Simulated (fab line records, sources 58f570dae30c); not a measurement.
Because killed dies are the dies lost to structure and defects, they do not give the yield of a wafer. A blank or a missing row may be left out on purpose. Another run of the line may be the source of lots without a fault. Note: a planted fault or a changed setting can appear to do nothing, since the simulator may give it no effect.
A struck lot beside a sound one | flow berkeley-cmos170 | 15 steps out of a route of 331
Sound: wafers L967.2, L967.4, L967.6. Wafers L983.1, L983.2, L983.3 were the ones struck. Last of all comes the cause.
At each step with rows: each side's tool, then ch and its chambers, then its first start. Under that, the readings that differ: sound wafers | struck wafers | difference of the means | sigmas: that difference in standard deviations of wafers without a fault.
alike: a reading whose means differ by less than 2 such deviations, as well as words and numbers matching on both sides. not compared: withheld readings; readings where some wafer has no value; bounds like >300 that might hide an equal value; numbers whose values overlap and for which the record gives no deviation.
Wherever a step has rows on one side only, a row that says differs or no value, or a row with sigmas, the two part there. When numbers do not overlap yet have no deviation, they are printed without sigmas and do not part them. A reading that every wafer of one side lacks parts them only if that side has two wafers or more.

UCB170_M1_SPUTTER_00: material Al, target thk 600 nm, time 80 s.
  struck on pvd-sputter-01, day 10 11:34; sound on pvd-sputter-03, day 6 13:37
  alike: throttle-valve-pct
UCB170_M1_RS_MEAS_01: measurement is done with a four-point probe.
  struck on film-metro-04, day 10 11:38; sound on film-metro-01, day 6 13:42
  alike: M1_AL_RS
UCB170_M1_THK_MEAS_02: measures by xrf.
  struck on film-metro-04, day 10 11:45; sound on film-metro-01, day 6 13:49
  alike: M1_AL_THK
then, 6 steps without rows for these wafers: UCB170_M1_COAT_03; UCB170_M1_COAT_04 (resist thk 900 nm); UCB170_M1_SOFTBAKE_05 (time 60 s); UCB170_M1_EXPOSE_06 (exposes mask METAL1, target cd 700 nm); UCB170_M1_PEB_07; UCB170_M1_DEVELOP_08 (develop time 45 s).
UCB170_M1_CD_MEAS_09: the cd target is 700 nm.
  struck on cd-sem-02, day 10 13:02; sound on cd-sem-01, day 6 16:49
  alike: cd-nm
UCB170_M1_OVL_MEAS_10:
  struck on overlay-02, day 10 13:10; sound on overlay-01, day 6 16:55
  alike: M1_OVL
UCB170_M1_ETCH_11: etches BARC in N2/H2.
  sound on rie-diel-04 ch 0,2,3, day 6 16:57; struck on rie-diel-03 ch 0,2,3, day 10 13:11
  alike: chamber-pressure-mTorr, drypump-motor-current-A, h2-flow-sccm, oes-product-au, throttle-valve-pct
UCB170_M1_METAL_ETCH_12: etches Al in Cl2/BCl3, stops on PSG, target depth 780 nm, time 130 s.
  sound on rie-metal-04 ch 1, day 6 17:02; struck on rie-metal-04 ch 0,1, day 10 13:14
  reading                             | sound                | struck               | difference | sigmas
  chamber-pressure-mTorr (mTorr)      | 11.986 12.021 11.996 | 17.993 18.010 17.993 | +5.998     | +99 or more
  model.KrF_of_M1_COAT_04.thk-nm (nm) | 423.4 423.7 422.9    | 395.7 398.9 400.7    | -24.9      |
  alike: drypump-motor-current-A, oes-product-au, throttle-valve-pct
  not compared: rf-hours-counter-h
UCB170_M1_STRIP_13: strips in O2.
  sound on plasma-asher-01 ch 1, day 6 17:16; struck on plasma-asher-04 ch 0,1, day 10 13:22
  reading               | sound             | struck            | difference | sigmas
  oes-product-au (a.u.) | 0.713 0.711 0.713 | 0.725 0.720 0.724 | +0.011     | +2
  alike: drypump-motor-current-A
  not compared: rf-hours-counter-h
then, 1 step without rows for these wafers: UCB170_M3_PROBE_99.

== WHERE THEY PART ==
Last at UCB170_M1_STRIP_13 as far as this record goes, first at UCB170_M1_METAL_ETCH_12.

WHY: the cause the simulator had injected
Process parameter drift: rie-metal-04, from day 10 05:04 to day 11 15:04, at UCB170_M1_METAL_ETCH_12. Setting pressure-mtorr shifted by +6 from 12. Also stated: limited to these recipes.
